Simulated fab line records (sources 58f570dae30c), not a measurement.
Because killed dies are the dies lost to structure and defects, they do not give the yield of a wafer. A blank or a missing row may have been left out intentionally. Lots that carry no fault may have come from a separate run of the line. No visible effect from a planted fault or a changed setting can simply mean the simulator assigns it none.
Comparing a struck lot with a sound one    flow berkeleyCmos170    15 out of 331 route steps
Sound: wafers L307.2, L307.3, L307.6. Wafers struck: L314.2, L314.3, L314.6. At the end, the cause is stated.
At each step with rows: each side's tool, then ch and its chambers, then its first start. Under that, the readings that differ: sound wafers    struck wafers    difference of the means    sigmas: that difference in standard deviations of wafers without a fault.
alike: same words and numbers on both sides, and readings whose means sit less than 2 such deviations apart. not compared: any withheld reading, any reading some wafer has no value for, any bound like >300 that may hide the same value, and any number with overlapping values for which the record gives no deviation.
A row with sigmas, a row that says differs or no value, or rows on one side alone: a step with any of these is where the two part. Numbers that have no deviation but don't overlap get no sigmas and don't part them. A reading missing from all wafers of one side parts the sides only when that side holds two or more wafers.

UCB170_SPACER_CVD_00: deposits SiO2 from TEOS/O2, target thk 376 nm, time 47 s.
  sound on pecvd-04 ch 0,1,2, day 7 16:32; struck on pecvd-01 ch 1,2, day 9 13:12
  alike: heaterPowerW, pressureMtorr
UCB170_SPACER_THK_MEAS_01:
  sound: filmMetro-04 at day 7 16:35; struck: filmMetro-03 at day 9 13:15
  alike: SPACER_TEOS_THK
then, 1 step without rows for these wafers: UCB170_SPACER_ANNEAL_02 (time 1800 s).
UCB170_SPACER_ETCHBACK_03: etches SiO2 in CHF3/CF4/Ar, stops on Si, target depth 376 nm, time 100 s.
  sound on rieDiel-02 ch 0,3, day 7 21:01; struck on rieDiel-01 ch 0,2, day 9 17:55
  alike: chamberPressureMTorr, drypumpMotorCurrentA, oesProductAu, throttleValvePct
  not compared: rfHoursCounterH
then, 6 steps without rows for these wafers: UCB170_PSD_HMDS_00 (prime time 60 s); UCB170_PSD_COAT_01 (resist thk 900 nm); UCB170_PSD_SOFTBAKE_02 (time 60 s); UCB170_PSD_EXPOSE_03 (exposes mask PSELECT MOD, target cd 1200 nm); UCB170_PSD_PEB_04; UCB170_PSD_DEVELOP_05 (develop time 45 s).
UCB170_PSD_CD_MEAS_06: target cd 1200 nm.
  sound: cdSem-02 at day 7 22:32; struck: cdSem-02 at day 9 20:04
  alike: cdNm
UCB170_PSD_OVL_MEAS_07:
  sound: overlay-01 at day 7 22:39; struck: overlay-01 at day 9 20:10
reading       sound     struck   difference  sigmas
PSD_OVL (nm)  20 13 17  3 10 -1  -13         -2
UCB170_PSD_IMPLANT_08:
  sound on implanter-02 ch 0, day 7 22:42; struck on implanter-03 ch 0, day 9 20:14
reading                   sound                 struck                difference  sigmas
beamEnergyKeV             20.007 20.003 19.999  20.234 20.229 20.231  +0.228      +33
model.implant.drpNm (nm)  28.34 28.34 28.34     28.57 28.57 28.57     +0.23       
UCB170_PSD_STRIP_09: strips in O2.
  sound on plasmaAsher-03 ch 0,1, day 7 22:50; struck on plasmaAsher-01 ch 0,1, day 9 20:21
  alike: chamberPressureMTorr, drypumpMotorCurrentA, oesProductAu, stripTimeToEndpointS
  not compared: rfHoursCounterH
UCB170_M3_PROBE_99:
  sound: prober-01 at day 9 07:28; struck: prober-02 at day 11 01:17
  not compared: model.etest.npolyLine.widthNm, model.etest.ppolyLine.widthNm

== WHERE THEY PART ==
At UCB170_PSD_OVL_MEAS_07 first; at UCB170_PSD_IMPLANT_08 last (within this record only). Later steps at which nothing parts them and some readings are alike: UCB170_PSD_STRIP_09.

WHY: the cause the simulator had injected
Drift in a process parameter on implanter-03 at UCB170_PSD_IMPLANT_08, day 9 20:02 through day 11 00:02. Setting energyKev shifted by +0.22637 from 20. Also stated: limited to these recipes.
